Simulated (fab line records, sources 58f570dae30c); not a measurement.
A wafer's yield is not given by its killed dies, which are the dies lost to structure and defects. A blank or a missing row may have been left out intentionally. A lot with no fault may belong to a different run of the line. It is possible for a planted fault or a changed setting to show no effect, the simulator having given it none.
Which tool is to blame? | flow berkeley cmos170 | 33 wafers from 11 lots sampled at 5 of the route's 331 steps

== WHAT EACH GAUGE READ, for each wafer ==
UCB170_PLDD_CD_MEAS_06: the cd target is 1200 nm. Usual: cd nm at 1199.9 nm, with a standard deviation of 1.3.
lot  | measured     | on        | cd nm (nm)           | flag
L423 | day 6 23:43  | cd sem-02 | 1199.4 1198.7 1198.0 |
L424 | day 6 23:55  | cd sem-02 | 1200.3 1201.1 1199.7 |
L425 | day 7 08:03  | cd sem-01 | 1201.5 1200.2 1199.6 |
L426 | day 7 11:47  | cd sem-01 | 1200.4 1199.6 1199.5 |
L427 | day 7 11:31  | cd sem-02 | 1200.4 1201.3 1202.3 |
L428 | day 7 18:13  | cd sem-02 | 1201.4 1199.1 1201.4 |
L430 | day 7 18:56  | cd sem-02 | 1197.6 1199.1 1198.2 |
L429 | day 7 19:16  | cd sem-01 | 1200.7 1200.4 1201.6 |
L440 | day 10 09:17 | cd sem-02 | 1198.8 1198.3 1198.2 |
L442 | day 11 01:05 | cd sem-02 | 1199.8 1200.4 1201.2 |
L446 | day 11 11:41 | cd sem-02 | 1202.9 1202.2 1201.8 |

UCB170_NLDD_OVL_MEAS_07. Usual: NLDD_OVL gives 3 nm (standard deviation 5.4).
lot  | measured     | on         | NLDD_OVL (nm) | flag
L423 | day 7 01:31  | overlay-01 | 9 14 11       |
L424 | day 7 01:51  | overlay-01 | 3 2 1         |
L425 | day 7 10:11  | overlay-02 | 11 4 11       |
L426 | day 7 13:45  | overlay-01 | -3 2 -5       |
L427 | day 7 13:17  | overlay-02 | 6 2 2         |
L428 | day 7 20:14  | overlay-02 | 6 1 1         |
L430 | day 7 20:50  | overlay-01 | 15 3 14       |
L429 | day 7 21:11  | overlay-01 | 2 10 12       |
L440 | day 10 11:49 | overlay-02 | -8 4 1        |
L442 | day 11 03:33 | overlay-01 | 1 -5 -4       |
L446 | day 11 14:43 | overlay-02 | 3 2 5         |

UCB170_M1_CD_MEAS_09: the cd target is 700 nm. Usual: cd nm at 700.4 nm, with a standard deviation of 1.3.
lot  | measured     | on        | cd nm (nm)        | flag
L423 | day 8 00:27  | cd sem-01 | 699.9 702.5 702.4 |
L424 | day 7 22:58  | cd sem-01 | 699.4 699.5 699.2 |
L425 | day 8 03:02  | cd sem-01 | 697.6 697.8 696.7 |
L426 | day 8 09:18  | cd sem-02 | 700.7 700.1 699.9 |
L427 | day 8 08:07  | cd sem-01 | 700.9 701.5 701.5 |
L428 | day 8 11:01  | cd sem-01 | 699.6 700.0 699.3 |
L430 | day 8 11:04  | cd sem-02 | 700.4 698.6 699.9 |
L429 | day 8 17:21  | cd sem-01 | 700.2 701.0 701.0 |
L440 | day 11 05:41 | cd sem-01 | 675.7 675.9 676.7 | OFF
L442 | day 12 01:41 | cd sem-01 | 677.8 676.9 675.7 | OFF
L446 | day 12 14:58 | cd sem-01 | 701.1 700.8 700.4 |

== EACH LOT AND THE TOOL THAT RAN IT (in order: tool; ch and the chambers of the sampled wafers; start) ==
lot  | UCB170_NVT_STRIP_08                  | UCB170_M1_COAT_04
L423 | plasma asher-04 ch 0,1, day 6 00:02  | litho track-03 ch 0, day 7 23:00
L424 | plasma asher-03 ch 0,1, day 6 00:18  | litho track-04 ch 0, day 7 22:00
L425 | plasma asher-01 ch 0,1, day 6 18:29  | litho track-04 ch 0, day 8 02:00
L426 | plasma asher-03 ch 0,1, day 6 18:41  | litho track-01 ch 0, day 8 08:00
L427 | plasma asher-01 ch 0,1, day 6 18:47  | litho track-03 ch 0, day 8 07:00
L428 | plasma asher-04 ch 1, day 7 01:01    | litho track-03 ch 0, day 8 10:00
L430 | plasma asher-03 ch 0,1, day 7 05:53  | litho track-01 ch 0, day 8 09:00
L429 | plasma asher-01 ch 0,1, day 7 06:08  | litho track-04 ch 0, day 8 16:00
L440 | plasma asher-03 ch 0,1, day 9 14:29  | litho track-01 ch 0, day 11 04:00
L442 | plasma asher-03 ch 0,1, day 10 09:15 | litho track-01 ch 0, day 12 00:00
L446 | plasma asher-03 ch 0,1, day 10 20:34 | litho track-04 ch 0, day 12 14:00
- UCB170_NVT_STRIP_08: strips in O2.
- UCB170_M1_COAT_04: resist thk 900 nm.

== AS READ BY THE TOOLS THEMSELVES (means over the sampled wafers that have a number; for cases with no such wafer, the mark the record gives instead) ==
UCB170_NVT_STRIP_08. Usual: drypump motor current A 5.6 A, standard deviation 0.52; oes product au 0.734 a.u., standard deviation 0.0043; strip time to endpoint s 21.63 s, standard deviation 0.053.
lot  | tool            | drypump motor current A (A) | oes product au (a.u.) | strip time to endpoint s (s) | flag
L423 | plasma asher-04 | 6.3                         | 0.736                 | 21.63                        |
L424 | plasma asher-03 | 6.0                         | 0.739                 | 21.64                        |
L425 | plasma asher-01 | 5.0                         | 0.734                 | 21.73                        |
L426 | plasma asher-03 | 6.0                         | 0.734                 | 21.69                        |
L427 | plasma asher-01 | 5.1                         | 0.732                 | 21.61                        |
L428 | plasma asher-04 | 5.9                         | 0.732                 | 21.57                        |
L430 | plasma asher-03 | 5.9                         | 0.734                 | 21.60                        |
L429 | plasma asher-01 | 5.1                         | 0.734                 | 21.63                        |
L440 | plasma asher-03 | 5.8                         | 0.729                 | 21.60                        |
L442 | plasma asher-03 | 5.8                         | 0.729                 | 21.69                        |
L446 | plasma asher-03 | 5.9                         | 0.735                 | 21.71                        |

UCB170_M1_COAT_04. Usual: chill plate temp C at 23.02 C, with a standard deviation of 0.11.
lot  | tool           | chill plate temp C (C) | flag
L423 | litho track-03 | 22.98                  |
L424 | litho track-04 | 23.14                  |
L425 | litho track-04 | 22.85                  |
L426 | litho track-01 | 23.02                  |
L427 | litho track-03 | 22.95                  |
L428 | litho track-03 | 22.96                  |
L430 | litho track-01 | 23.15                  |
L429 | litho track-04 | 22.90                  |
L440 | litho track-01 | 23.09                  |
L442 | litho track-01 | 22.93                  |
L446 | litho track-04 | 23.03                  |

== THE ANSWER, worked out from the rows above alone ==
Rule: take the mean of a lot's wafers that have a number; if it is more than 3 standard deviations from the usual mean, the lot is off. Also off: a lot with no number at a reading for which 4 or more lots have one. The other lots that the step has rows for count as sound. Order of review: gauges by route order, followed by the tools' own readings, for which a lot's mean as printed above is used. The first step at which some lot is off is used, and at that step the reading that is off furthest; a lot without a number counts as furthest.
Off: L440, L442, at UCB170_M1_CD_MEAS_09 (cd nm).
A tool fits if, at a process step before that reading, it ran every lot that is off, and no sound lot after the first of them. The gauges at UCB170_M1_CD_MEAS_09 are tried like those tools. One fits: litho track-01 at UCB170_M1_COAT_04. Its last sound lot is L430 (day 8 09:00), its first lot that is off L440 (day 11 04:00): a fault that began between those two fits.

== WHAT THE SIMULATOR HAD INSERTED ==
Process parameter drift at UCB170_M1_COAT_04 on litho track-01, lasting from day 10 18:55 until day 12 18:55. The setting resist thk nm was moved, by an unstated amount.
Shown lots that were struck: L440, L442. Same finding as the rule above.
